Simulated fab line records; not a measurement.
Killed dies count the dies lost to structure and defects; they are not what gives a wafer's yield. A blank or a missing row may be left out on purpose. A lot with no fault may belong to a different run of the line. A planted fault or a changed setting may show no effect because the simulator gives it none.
Split-lot experiment    flow rit_cmos    on a route of 202 steps: 5 lots, 23 wafers read

## ABOUT THE SPLIT
At RIT_NRETRO_SOFTBAKE_02 (time 60 s), the setting temp_c was moved away from the recipe's 90 C on 10 of the 23 wafers read, by -4.0% to +2.7%. The other wafers ran this setting at the recipe's value.

## FROM THE SPLIT TO THE READING: what the file shows between them, 2 steps
- RIT_NRETRO_EXPOSE_03: exposes mask M4, target cd 43900 nm
- RIT_NRETRO_PEB_04

## THE READING
NOVOLAK_of_NRETRO_COAT_01.thk_nm (the simulator's own value, which no gauge read), in nm, at RIT_NRETRO_DEVELOP_05 (develop time 68 s). The file gives no usual value for it. The 13 wafers here that ran the recipe average 1303 nm, standard deviation 4.3 nm.

wafer   tool, chamber at the split  temp_c as run, C  against the recipe  NOVOLAK_of_NRETRO_COAT_01.thk_nm, nm  against lot-mates on the recipe
L074.1  litho_track-04, 0           90                recipe              1306                                  -
L074.2  litho_track-04, 0           90                recipe              1306                                  -
L074.4  litho_track-04, 0           90                recipe              1300                                  -
L076.1  litho_track-03, 0           87.29             -3.0%               1311                                  +6
L076.5  litho_track-03, 0           87.29             -3.0%               1311                                  +6
L076.2  litho_track-03, 0           87.29             -3.0%               1313                                  +8
L076.4  litho_track-03, 0           90                recipe              1304                                  -
L076.6  litho_track-03, 0           90                recipe              1307                                  -
L078.1  litho_track-03, 0           90.98             +1.1%               1299                                  -6
L078.2  litho_track-03, 0           90                recipe              1309                                  -
L078.3  litho_track-03, 0           90                recipe              1305                                  -
L078.4  litho_track-03, 0           90                recipe              1300                                  -
L078.5  litho_track-03, 0           90.98             +1.1%               1301                                  -4
L084.1  litho_track-02, 0           92.43             +2.7%               1290                                  -7
L084.6  litho_track-02, 0           92.43             +2.7%               1290                                  -7
L084.2  litho_track-02, 0           90                recipe              1297                                  -
L084.4  litho_track-02, 0           90                recipe              1298                                  -
L084.5  litho_track-02, 0           90                recipe              1296                                  -
L085.1  litho_track-03, 0           86.36             -4.0%               1318                                  +11
L085.2  litho_track-03, 0           86.36             -4.0%               1320                                  +13
L085.3  litho_track-03, 0           90                recipe              1308                                  -
L085.5  litho_track-03, 0           86.36             -4.0%               1317                                  +10
L085.6  litho_track-03, 0           90                recipe              1306                                  -

THE FIT
A straight line over all 23 wafers: NOVOLAK_of_NRETRO_COAT_01.thk_nm changes by -3.71 nm for each +1% of temp_c; r = -0.90; the points scatter about the line by 3.7 nm.
The same after taking each lot's own level away (the mean of its wafers on the recipe; 23 wafers): -2.63 nm for each +1%; r = -0.93; scatter 2.2 nm.
On that fit, the largest move of temp_c shifts the reading by 11 nm.
The span of the lots' own levels, 1297.0 to 1307.0 nm, comes to 2.3 times the standard deviation stated above.
In other words, the slope is changed by the lot-to-lot level; the two fits disagree.
Check: with one of the wafers moved furthest among these (-4.0%) left out of the fit, the line predicts +10.2 nm for it against its lot-mates. Against them it came out at +11 nm.

## THE OTHER SPLITS THESE WAFERS WENT THROUGH
Other splits were also applied to these wafers ahead of the reading. Each is held against what the fit with the lots' levels taken away leaves over:
other split on the same wafers   wafers away from the commonest value  r with NOVOLAK_of_NRETRO_COAT_01.thk_nm (lot level and that fit taken away)
RIT_ACTIVE_CVD_03 temp_c         10                                    +0.00
RIT_ACTIVE_HMDS_05 prime_time_s  5                                     -0.01
RIT_NWELL_IMPLANT_08 dose_cm2    9                                     +0.24
RIT_PWELL_COAT_01 spin_rpm       10                                    -0.09
RIT_PWELL_IMPLANT_08 energy_kev  7                                     +0.09

## FILE'S OWN FIT
NOVOLAK_of_NRETRO_COAT_01.thk_nm changes by -2.7 nm for each +1% of temp_c, r = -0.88.
